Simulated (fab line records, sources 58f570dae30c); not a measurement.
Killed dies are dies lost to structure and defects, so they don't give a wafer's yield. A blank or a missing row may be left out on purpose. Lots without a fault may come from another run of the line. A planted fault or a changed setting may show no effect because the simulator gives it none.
Problem report in the 8D (eight disciplines) form, filled by code | flow berkeley_cmos170 | the parts of the form that need people (team, actions taken, sign-off) are left out

1. THE PROBLEM
cd_nm at UCB170_V2_CD_MEAS_90 reads a mean of 694.4 nm on 1 wafer of 1 lot; wafers without a fault read 700.0 nm with a standard deviation of 1.3. That is -4.3 standard deviations from the usual mean.
The step: target cd 700 nm.
First seen on wafer L957.1, day 11 09:37, on cd_sem-02. The record holds 30 wafers of 10 lots with a number at this step. Rule for "out", or "out of limits": more than 4 standard deviations from the usual mean. The other wafers with a number count as sound.

2. WHAT IT IS AND WHAT IT IS NOT
question                    | is                | is not
which readings at this step | cd_nm             | -
which lots                  | L957              | L949, L963, L964, L965, L967, L968, L969, L971, L972
which wafers of those lots  | L957.1            | L957.4, L957.6
read on which gauges        | cd_sem-02         | cd_sem-01
when                        | from day 11 09:37 | up to then (5 sound wafers); but 24 sound wafers of L963, L964, L965, L967, L968, L969, L971, L972 came after

3. SUSPECTS, AND WHAT RULES EACH OUT
Counting: a tool at a process step up to the reading stays a suspect if it ran every lot that is out. Sound lots after the first of them don't rule it out here, since some wafers of a struck lot are sound.
- the gauge at UCB170_V2_CD_MEAS_90: ruled out. All the wafers that are out were read on cd_sem-02, but those of them that UCB170_V2_ETCH_14 has rows for are out there too, on other tools.
- rie_diel-01 at UCB170_V2_ETCH_14 (etches SiO2 in CHF3/CF4/Ar, stops on Al, target depth 1250 nm, time 291 s): kept. It ran the lot that is out, L957 (day 11 09:20). Its own readings are out on those wafers: oes_product_au, run_length_s.
- plasma_asher-03 at UCB170_V2_STRIP_15 (strips in O2): kept. It ran the lot that is out, L957 (day 11 09:31). Its own readings are out on those wafers: strip_time_to_endpoint_s.
- Within rie_diel-01 at UCB170_V2_ETCH_14: the wafers that are out ran in chamber 0; their sound lot-mates ran in chamber 2.
- Within plasma_asher-03 at UCB170_V2_STRIP_15: the wafers that are out ran in chamber 0; their sound lot-mates ran in chamber 1.
Left after counting: rie_diel-01 at UCB170_V2_ETCH_14, plasma_asher-03 at UCB170_V2_STRIP_15.

4. THE CAUSE (what the simulator had put in)
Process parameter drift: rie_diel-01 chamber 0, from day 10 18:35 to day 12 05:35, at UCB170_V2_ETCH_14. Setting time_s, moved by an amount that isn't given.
Counting left 2 suspects, and this tool is among them.

5. THE CHAIN OF EFFECTS, in route order
Each row: a reading whose mean over the struck wafers that have a number lies more than 3 standard deviations from the usual. Only readings for which the record gives a usual standard deviation are gone through. hours: the time from each lot's start at the first step in this table that gives one to its start at this step, as a median over the lots. sigmas: the change in usual standard deviations.
hours | step                 | reading                  | usual      | on struck wafers | change | sigmas
0     | UCB170_V2_ETCH_14    | oes_product_au           | 0.869 a.u. | 0.977            | +0.108 | +6.4
0     | UCB170_V2_ETCH_14    | run_length_s             | 319.4 s    | 148.8            | -170.6 | -99 or more
0     | UCB170_V2_STRIP_15   | strip_time_to_endpoint_s | 15.29 s    | 19.19            | +3.90  | +39
0     | UCB170_V2_CD_MEAS_90 | cd_nm                    | 700.0 nm   | 694.4            | -5.6   | -4.3
4     | UCB170_M3_PROBE_99   | defect_limited_yield     | 98.8 %     | 0.0              | -98.8  | -99 or more
4     | UCB170_M3_PROBE_99   | killed_at_M0_to_M3       | 0.7        | 262.0            | +261.3 | +99 or more
4     | UCB170_M3_PROBE_99   | killed_dies              | 3.2        | 264.0            | +260.8 | +99 or more
4     | UCB170_M3_PROBE_99   | killed_on_rim            | 1.0        | 70.0             | +69.0  | +63
4     | UCB170_M3_PROBE_99   | sort_bin_5_function      | 0.7 %      | 98.5             | +97.8  | +99 or more
4     | UCB170_M3_PROBE_99   | sort_n_pass              | 260.8      | 0.0              | -260.8 | -99 or more
4     | UCB170_M3_PROBE_99   | sort_yield_pct           | 98.8 %     | 0.0              | -98.8  | -99 or more
The process steps in it:
- UCB170_V2_ETCH_14: etches SiO2 in CHF3/CF4/Ar, stops on Al, target depth 1250 nm, time 291 s.
- UCB170_V2_STRIP_15: strips in O2.
- UCB170_M3_PROBE_99

6. WHAT WOULD HAVE CAUGHT IT SOONER
In this record the first reading out of limits at a measuring or inspecting step was taken at day 11 09:37, 15 hours after the fault began at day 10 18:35.
The tool's own readings at UCB170_V2_ETCH_14 were out on every struck wafer that the step has a row for (oes_product_au, run_length_s): an alarm limit on them would have fired on the first of those.
All the lots that are out (1) had begun UCB170_V2_ETCH_14 on rie_diel-01 by day 11 09:37. A hold on the tool at that time would have spared none of them.
